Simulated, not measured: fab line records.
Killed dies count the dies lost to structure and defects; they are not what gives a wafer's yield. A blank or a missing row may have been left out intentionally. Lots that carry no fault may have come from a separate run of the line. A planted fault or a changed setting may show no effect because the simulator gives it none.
What tool caused it? | flow berkeley cmos170 | 13 lots with 39 wafers sampled at 6 steps, on a route of 331 steps

== WHAT THE GAUGES READ, wafer by wafer ==
UCB170_WELLDRIVE_THK_MEAS_02.
lot  | measured    | on            | WELLDRIVE_OXIDE_THK (nm)
L953 | day 3 10:37 | film metro-04 | 200 197 197
L954 | day 3 17:59 | film metro-02 | 194 194 192
L956 | day 3 23:29 | film metro-02 | 199 198 197
L955 | day 4 03:00 | film metro-04 | 195 200 198
L958 | day 4 17:29 | film metro-04 | 198 199 200
L962 | day 5 02:17 | film metro-04 | 190 192 187
L959 | day 5 02:20 | film metro-04 | 197 195 197
L961 | day 5 07:07 | film metro-04 | 197 196 196
L964 | day 5 23:53 | film metro-04 | 197 198 200
L970 | day 6 19:27 | film metro-04 | 207 202 202
L972 | day 7 10:16 | film metro-04 | 192 196 190
L975 | day 7 19:04 | film metro-02 | 204 202 203
L976 | day 8 04:08 | film metro-04 | 199 201 200

UCB170_ACTIVE_OVL_MEAS_14.
lot  | measured    | on         | ACTIVE_OVL (nm)
L953 | day 4 06:13 | overlay-01 | -13 -8 -10
L954 | day 4 11:50 | overlay-02 | -2 4 0
L956 | day 4 18:08 | overlay-02 | -11 -8 -14
L955 | day 4 18:24 | overlay-01 | -20 -5 -17
L958 | day 5 11:07 | overlay-01 | -3 2 -7
L962 | day 5 20:19 | overlay-02 | -12 -9 -12
L959 | day 5 20:35 | overlay-02 | -10 -4 -9
L961 | day 6 01:02 | overlay-01 | -12 -7 -11
L964 | day 6 13:13 | overlay-02 | -5 -13 -13
L970 | day 7 12:16 | overlay-02 | -19 -14 -16
L972 | day 8 01:49 | overlay-01 | 6 -10 -6
L975 | day 8 12:21 | overlay-02 | 2 -2 7
L976 | day 8 22:46 | overlay-02 | -14 -11 -24

UCB170_M3_RS_MEAS_02: measurement is done with a four-point probe.
lot  | measured     | on            | M3_AL_RS (ohm/sq)
L953 | day 7 12:53  | film metro-03 | 0.0319 0.0320 0.0319
L954 | day 7 16:16  | film metro-03 | 0.0325 0.0322 0.0324
L956 | day 8 09:02  | film metro-02 | 0.0322 0.0323 0.0322
L955 | day 8 09:08  | film metro-01 | 0.0322 0.0327 0.0326
L958 | day 8 16:59  | film metro-03 | 0.0318 0.0326 0.0322
L962 | day 9 10:13  | film metro-01 | 0.0319 0.0315 0.0317
L959 | day 9 04:57  | film metro-03 | 0.0321 0.0319 0.0323
L961 | day 9 05:31  | film metro-03 | 0.0321 0.0323 0.0319
L964 | day 10 05:38 | film metro-03 | 0.0319 0.0315 0.0317
L970 | day 11 13:58 | film metro-02 | 0.0322 0.0509 0.0508
L972 | day 11 14:34 | film metro-01 | 0.0320 0.0321 0.0323
L975 | day 12 01:35 | film metro-01 | 0.0315 0.0315 0.0313
L976 | day 12 04:59 | film metro-02 | 0.0316 0.0317 0.0316

UCB170_M3_THK_MEAS_03: measures by xrf.
lot  | measured     | on            | M3_AL_THK (nm)
L953 | day 7 13:01  | film metro-03 | 894 898 899
L954 | day 7 16:23  | film metro-03 | 879 886 886
L956 | day 8 09:08  | film metro-02 | 897 895 892
L955 | day 8 09:16  | film metro-01 | 890 875 883
L958 | day 8 17:05  | film metro-03 | 903 874 887
L962 | day 9 10:20  | film metro-01 | 899 911 902
L959 | day 9 05:04  | film metro-03 | 897 901 892
L961 | day 9 05:38  | film metro-03 | 894 888 897
L964 | day 10 05:46 | film metro-03 | 904 914 909
L970 | day 11 14:05 | film metro-02 | 888 567 564
L972 | day 11 14:41 | film metro-01 | 897 899 889
L975 | day 12 01:41 | film metro-01 | 909 911 919
L976 | day 12 05:06 | film metro-02 | 912 906 910

== TOOL THAT RAN EACH LOT (tool first, then ch and the chambers of the sampled wafers, then the start) ==
lot  | UCB170_SDANNEAL_RTA_00           | UCB170_M3_SPUTTER_01
L953 | rtp anneal-01 ch 0, day 6 14:59  | pvd sputter-02, day 7 12:49
L954 | rtp anneal-01 ch 0, day 6 19:14  | pvd sputter-02, day 7 16:11
L956 | rtp anneal-02 ch 0, day 7 07:20  | pvd sputter-03, day 8 08:55
L955 | rtp anneal-01 ch 0, day 7 07:30  | pvd sputter-01, day 8 09:02
L958 | rtp anneal-01 ch 0, day 7 18:53  | pvd sputter-01, day 8 16:51
L962 | rtp anneal-01 ch 0, day 8 09:34  | pvd sputter-02, day 9 10:08
L959 | rtp anneal-01 ch 0, day 8 08:55  | pvd sputter-01, day 9 04:52
L961 | rtp anneal-01 ch 0, day 8 10:10  | pvd sputter-03, day 9 05:25
L964 | rtp anneal-02 ch 0, day 9 07:14  | pvd sputter-03, day 10 05:34
L970 | rtp anneal-01 ch 0, day 10 09:40 | pvd sputter-03, day 11 13:53
L972 | rtp anneal-02 ch 0, day 10 10:59 | pvd sputter-02, day 11 14:28
L975 | rtp anneal-02 ch 0, day 11 00:08 | pvd sputter-02, day 12 01:28
L976 | rtp anneal-01 ch 0, day 11 06:16 | pvd sputter-01, day 12 04:53
- UCB170_SDANNEAL_RTA_00: time 10 s.
- UCB170_M3_SPUTTER_01: material Al, target thk 900 nm, time 120 s.

== AS READ BY THE TOOLS THEMSELVES (means over the sampled wafers that have a number; for cases with no such wafer, the mark the record gives instead) ==
UCB170_SDANNEAL_RTA_00.
lot  | tool          | lamp power pct (%) | wafer_temp_C_max
L953 | rtp anneal-01 | 23.76              | 906.6
L954 | rtp anneal-01 | 23.73              | 907.1
L956 | rtp anneal-02 | 24.00              | 902.9
L955 | rtp anneal-01 | 23.73              | 907.3
L958 | rtp anneal-01 | 23.74              | 905.6
L962 | rtp anneal-01 | 23.74              | 907.2
L959 | rtp anneal-01 | 23.71              | 908.4
L961 | rtp anneal-01 | 23.73              | 906.4
L964 | rtp anneal-02 | 23.98              | 902.6
L970 | rtp anneal-01 | 23.73              | 905.5
L972 | rtp anneal-02 | 23.97              | 903.4
L975 | rtp anneal-02 | 23.97              | 903.3
L976 | rtp anneal-01 | 23.72              | 906.3

UCB170_M3_SPUTTER_01.
lot  | tool           | cathode dc power W (W) | throttle valve pct (%)
L953 | pvd sputter-02 | 6000.0                 | 28.8
L954 | pvd sputter-02 | 6000.7                 | 28.8
L956 | pvd sputter-03 | 6000.2                 | 28.8
L955 | pvd sputter-01 | 6000.2                 | 30.6
L958 | pvd sputter-01 | 6000.2                 | 30.6
L962 | pvd sputter-02 | 5999.1                 | 30.2
L959 | pvd sputter-01 | 5998.8                 | 30.4
L961 | pvd sputter-03 | 6001.4                 | 28.9
L964 | pvd sputter-03 | 6000.1                 | 28.7
L970 | pvd sputter-03 | 6000.5                 | 28.4
L972 | pvd sputter-02 | 5999.6                 | 28.8
L975 | pvd sputter-02 | 6000.0                 | 29.6
L976 | pvd sputter-01 | 6000.3                 | 30.6

== THE ANSWER, worked out from the rows above alone ==
Rule: usual is defined by the lots themselves. Put in order of their means at a reading, lots are off if they are a third of the lots or fewer, leave a main group of 4 or more, and stand apart from it by a gap of 3 or more times the standard deviation of the main group's means; of several such gaps the widest counts. If all means in a main group match to the digits the tables above print for the reading, that group is not used. Also off: a lot with no number at a reading for which 4 or more lots have one. Where the step has rows for the other lots, those lots are counted as sound. Order of review: gauges by route order, followed by the tools' own readings, for which a lot's mean as printed above is used. The first step at which some lot is off is used, and at that step the reading that is off furthest; a lot without a number counts as furthest.
Off: L970, at UCB170_M3_RS_MEAS_02 (M3_AL_RS). Mean 0.0320 ohm/sq and standard deviation 0.00031 in the main group.
If a tool, at a process step before that reading, ran all the lots that are off and no sound lot after the first of them, it fits. The gauges at UCB170_M3_RS_MEAS_02 are tried like those tools. One fits: UCB170_M3_SPUTTER_01 on pvd sputter-03. A fault onset in the window from L964 (day 10 05:34, its last sound lot) to L970 (day 11 13:53, its first lot off) fits.

== WHAT THE SIMULATOR HAD INSERTED ==
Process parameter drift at UCB170_M3_SPUTTER_01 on pvd sputter-03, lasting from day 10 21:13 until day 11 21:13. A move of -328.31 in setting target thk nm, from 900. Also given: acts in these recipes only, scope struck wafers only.
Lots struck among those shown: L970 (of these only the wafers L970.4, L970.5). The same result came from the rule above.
